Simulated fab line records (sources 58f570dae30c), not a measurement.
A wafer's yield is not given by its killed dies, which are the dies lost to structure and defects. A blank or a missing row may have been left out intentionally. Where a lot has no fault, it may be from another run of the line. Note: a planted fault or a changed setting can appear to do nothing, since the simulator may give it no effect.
2 desks, one fault | flow berkeley_cmos170 | each desk has only its own numbers; what lay behind them comes last

== METROLOGY DESK ==
Lot by lot, what the gauges showed, no matter which tool ran the lot: averages of those sampled wafers that carry a number. Any lot whose mean is over 4 standard deviations away from the usual mean is out of limits and marked OUT; that distance is given in the brackets.
Columns: A = SILICIDE_TI_RS at UCB170_SILICIDE_RS_MEAS_02, usual 26.2 ohm/sq; B = SILICIDE_TI_THK at UCB170_SILICIDE_THK_MEAS_03, usual 30.1 nm; C = CONTACT_OVL at UCB170_CONTACT_OVL_MEAS_16, usual -3 nm
lot  | first seen here | A    | B    | C
L400 | day 6 12:49     | 26.4 | 30.1 | -2
L402 | day 6 13:40     | 26.6 | 29.5 | -13
L401 | day 6 16:17     | 25.7 | 30.7 | 1
L404 | day 7 06:20     | 26.5 | 29.6 | -0
L403 | day 7 06:34     | 26.5 | 29.5 | 3
L407 | day 8 08:14     | 26.5 | 30.1 | -3
L412 | day 9 05:05     | 26.9 | 29.7 | 9
L415 | day 9 11:41     | 26.2 | 30.3 | -1
L418 | day 10 11:02    | 26.4 | 30.1 | 1
L420 | day 11 01:25    | 26.1 | 30.0 | -0
L421 | day 11 11:08    | 26.0 | 30.5 | -12
L422 | day 11 11:29    | 26.1 | 30.4 | -1
L423 | day 12 00:47    | 26.9 | 29.6 | -10
Finding of this desk: none of the 13 lots has anything out of limits.

== TOOL OWNER'S DESK, rtp_anneal-01 ==
Per lot that ran on this tool, the mean of the sampled wafers carrying a number, from the tool's own readings at UCB170_SILICIDE_RTA_04 (time 15 s). Any lot whose mean is over 4 standard deviations away from the usual mean is out of limits and marked OUT; that distance is given in the brackets.
Columns: A = chamber_o2_ppm at UCB170_SILICIDE_RTA_04, usual 2.003; B = lamp_power_pct at UCB170_SILICIDE_RTA_04, usual 11.102 %; C = wafer_temp_C_max at UCB170_SILICIDE_RTA_04, usual 652.6
lot  | first seen here | A     | B                 | C
L400 | day 6 12:59     | 1.973 | 11.114            | 652.0
L402 | day 6 13:50     | 2.026 | 11.113            | 652.9
L401 | day 6 16:28     | 2.019 | 11.123            | 651.5
L403 | day 7 06:44     | 2.011 | 11.115            | 652.3
L407 | day 8 08:25     | 1.992 | 11.218 (+6.4) OUT | 652.7
L412 | day 9 05:16     | 2.011 | 11.209 (+5.9) OUT | 652.4
L421 | day 11 11:19    | 2.021 | 11.111            | 652.6
L423 | day 12 00:58    | 2.003 | 11.108            | 652.4
This desk's finding: out of limits on L407, L412; first on L407, day 8 08:25 (lamp_power_pct at UCB170_SILICIDE_RTA_04). L400, L402, L401, L403, L421, L423 stayed within limits.

== ALL TOGETHER ==
An alarm could have come from the tool owner's desk at day 8 08:25, on L407, L412.
The metrology desk saw nothing out of limits.
The metrology desk holds a record of L407, L412, inside its limits.
All the named lots went through UCB170_SILICIDE_RTA_04 on rtp_anneal-01.

== WHAT WAS PUT IN BY THE SIMULATOR ==
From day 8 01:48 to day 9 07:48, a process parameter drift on rtp_anneal-01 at UCB170_SILICIDE_RTA_04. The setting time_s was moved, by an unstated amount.
Lots struck among those shown: L407, L412.
Time in hours from fault onset to the first out-of-limits reading at each desk: the tool owner's desk, 7.
